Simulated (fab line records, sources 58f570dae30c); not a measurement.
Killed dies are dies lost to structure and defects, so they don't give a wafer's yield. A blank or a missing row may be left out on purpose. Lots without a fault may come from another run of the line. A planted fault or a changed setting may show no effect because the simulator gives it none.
Split-lot experiment | flow berkeley_cmos170 | 5 lots, 23 wafers read, on a route of 331 steps

THE SPLIT
At UCB170_M3_METAL_ETCH_18 (etches Al in Cl2/BCl3, stops on SiO2, target depth 1170 nm, time 195 s), the setting icp_w was moved away from the recipe's 600 W on 11 of the 23 wafers read, by -11.3% to +10.7%. The other wafers ran this setting at the recipe's value.

The file shows no step between the split and the reading.

THE READING
oes_product_au, in a.u., at UCB170_M3_STRIP_19 (strips in O2). Fault-free wafers of this fab line usually give 0.541 a.u., standard deviation 0.014 a.u..

wafer  | tool, chamber at the split | icp_w as run, W | against the recipe | oes_product_au, a.u. | against lot-mates on the recipe
L074.2 | rie_metal-01, 0            | 600             | recipe             | 0.515                | -
L074.3 | rie_metal-01, 1            | 560.6           | -6.6%              | 0.593                | +0.059
L074.4 | rie_metal-01, 0            | 560.6           | -6.6%              | 0.578                | +0.044
L074.5 | rie_metal-01, 1            | 600             | recipe             | 0.553                | -
L074.6 | rie_metal-01, 0            | 560.6           | -6.6%              | 0.564                | +0.030
L075.2 | rie_metal-02, 0            | 664.3           | +10.7%             | 0.476                | -0.072
L075.3 | rie_metal-02, 0            | 664.3           | +10.7%             | 0.479                | -0.069
L075.4 | rie_metal-02, 1            | 664.3           | +10.7%             | 0.480                | -0.068
L075.5 | rie_metal-02, 1            | 600             | recipe             | 0.546                | -
L075.6 | rie_metal-02, 0            | 600             | recipe             | 0.550                | -
L077.3 | rie_metal-01, 1            | 600             | recipe             | 0.557                | -
L077.4 | rie_metal-01, 0            | 600             | recipe             | 0.523                | -
L077.5 | rie_metal-01, 0            | 600             | recipe             | 0.528                | -
L080.1 | rie_metal-01, 0            | 600             | recipe             | 0.513                | -
L080.2 | rie_metal-01, 1            | 532.5           | -11.3%             | 0.617                | +0.087
L080.3 | rie_metal-01, 1            | 600             | recipe             | 0.536                | -
L080.4 | rie_metal-01, 0            | 532.5           | -11.3%             | 0.593                | +0.063
L080.5 | rie_metal-01, 1            | 600             | recipe             | 0.541                | -
L082.1 | rie_metal-01, 1            | 618.6           | +3.1%              | 0.512                | -0.022
L082.2 | rie_metal-01, 0            | 618.6           | +3.1%              | 0.501                | -0.033
L082.3 | rie_metal-01, 1            | 618.6           | +3.1%              | 0.520                | -0.014
L082.5 | rie_metal-01, 1            | 600             | recipe             | 0.540                | -
L082.6 | rie_metal-01, 0            | 600             | recipe             | 0.527                | -

THE FIT
A straight line over all 23 wafers: oes_product_au changes by -0.00592 a.u. for each +1% of icp_w; r = -0.94; the points scatter about the line by 0.013 a.u..
The same after taking each lot's own level away (the mean of its wafers on the recipe; 23 wafers): -0.00663 a.u. for each +1%; r = -0.96; scatter 0.012 a.u..
On that fit, the largest move of icp_w shifts the reading by 0.075 a.u..
The lots' own levels span 0.5300 to 0.5480 a.u., that is 1.3 times the standard deviation above.
So the lot-to-lot level changes the slope: the two fits differ.
Check: with one of the wafers moved furthest among these (-11.3%) left out of the fit, the line predicts +0.0713 a.u. for it against its lot-mates. It came out at +0.087 a.u. against them.

OTHER SPLITS ON THESE WAFERS
These wafers also went through other splits before the reading. Each is held against what the fit with the lots' levels taken away leaves over:
other split on the same wafers | wafers away from the commonest value | r with oes_product_au (lot level and that fit taken away)
UCB170_M2_COAT_10 spin_rpm     | 7                                    | +0.08
UCB170_M3_SPUTTER_01 power_w   | 5                                    | -0.22
UCB170_M3_EXPOSE_12 dose_mj    | 8                                    | +0.17

THE WHOLE CHAIN: every reading that the file lists as answering this split, in the file's order
step                    | what it does                                                           | reading                                                                   | change (the file's fit)                   | r (the file's)
UCB170_M3_METAL_ETCH_18 | etches Al in Cl2/BCl3, stops on SiO2, target depth 1170 nm, time 195 s | KrF_of_M3_COAT_10.thk_nm (the simulator's own value, which no gauge read) | -6.21 nm for each +1% of the setting      | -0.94
UCB170_M3_STRIP_19      | strips in O2                                                           | oes_product_au                                                            | -0.00664 a.u. for each +1% of the setting | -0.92

THE FILE'S OWN FIT
oes_product_au changes by -0.00664 a.u. for each +1% of icp_w, r = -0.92.
